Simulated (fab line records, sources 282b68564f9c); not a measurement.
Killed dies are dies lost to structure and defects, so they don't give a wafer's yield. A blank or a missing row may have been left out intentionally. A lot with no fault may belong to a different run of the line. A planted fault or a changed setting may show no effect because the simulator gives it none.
Comparing a struck lot with a sound one -- flow rit cmos -- 18 out of 202 route steps
Sound: these wafers, L297.1, L297.3, L297.5. The struck wafers were L302.1, L302.2, L302.6. Last of all comes the cause.
For every step that has rows: the tool of each side, followed by ch and its chambers, followed by its first start. Under that, the readings that differ: sound wafers -- struck wafers -- difference of the means -- sigmas: that difference in standard deviations of wafers without a fault.
alike: readings whose means differ by less than 2 such deviations, and words and numbers that are the same on both sides. not compared: withheld readings, readings that some wafer has no value for, bounds like >300 that may hide the same value, and numbers for which the record gives no deviation and whose values overlap.
The two part at a step that has a row with sigmas, a row that says differs or no value, or rows on one side only. When numbers do not overlap yet have no deviation, they are printed without sigmas and do not part them. Lack of a reading on every wafer of one side parts them only where that side has two or more wafers.

first, 3 steps without rows for these wafers: RIT_GATE_CLEAN_02 (cleans in dHF, time 30 s); RIT_GATE_CLEAN_03 (cleans in SC2, time 600 s); RIT_GATE_CLEAN_04 (cleans in dHF, time 60 s).
RIT_FOX2_THK_MEAS_91:
  sound on film metro-04, day 2 15:05; struck on film metro-02, day 3 15:50
  alike: FIELD_OXIDE_LEFT_2_THK
then, 2 steps without rows for these wafers: RIT_GATE_OXIDATION_05 (target thk 3 nm, ox time 270 s); RIT_GATE_ANNEAL_06 (time 600 s).
RIT_GATE_THK_MEAS_07:
  sound on film metro-02, day 2 16:33; struck on film metro-02, day 3 17:20
  alike: GATE_OXIDE_THK
then, 1 step without rows for these wafers: RIT_GATE_CVD_08 (deposits poly-Si from SiH4, target thk 250 nm, time 2220 s).
RIT_GATE_THK_MEAS_09:
  sound on film metro-03, day 2 18:13; struck on film metro-02, day 3 19:01
  alike: GATE_POLY_THK
then, 3 steps without rows for these wafers: RIT_GATE_HMDS_10 (prime time 60 s); RIT_GATE_COAT_11 (resist thk 850 nm); RIT_GATE_SOFTBAKE_12 (time 60 s).
RIT_GATE_EXPOSE_13: exposes mask M6, target cd 150 nm.
  sound on iline stepper-02 ch 0, day 2 18:52; struck on iline stepper-01 ch 0, day 3 19:40
reading,sound,struck,difference,sigmas
exposure dose mJ cm2,383.3 383.0 383.5,368.7 368.0 368.7,-14.8,-36
  alike: mask
following that, these wafers have no rows for 1 step: RIT_GATE_PEB_14.
RIT_GATE_DEVELOP_15: develop time 50 s.
  sound: litho track-04 ch 0; struck: litho track-02 ch 0
  not compared: model.GATE.cd nm
RIT_GATE_CD_MEAS_16: target cd 150 nm.
  sound on cd sem-02, day 2 19:16; struck on cd sem-01, day 3 20:04
  not compared: cd nm
RIT_GATE_OVL_MEAS_17:
  sound on overlay-02, day 2 19:23; struck on overlay-02, day 3 20:11
  not compared: GATE_OVL
RIT_M1_PROBE_99:
  rows exist in the record for the struck wafers here (prober-02, day 4 17:54), but not for the sound ones

WHERE THEY PART
First at RIT_GATE_EXPOSE_13; last, within this record, at RIT_M1_PROBE_99.

WHY: whatever the simulator had introduced
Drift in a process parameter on iline stepper-01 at RIT_GATE_EXPOSE_13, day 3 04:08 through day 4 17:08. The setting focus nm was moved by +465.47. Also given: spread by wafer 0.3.
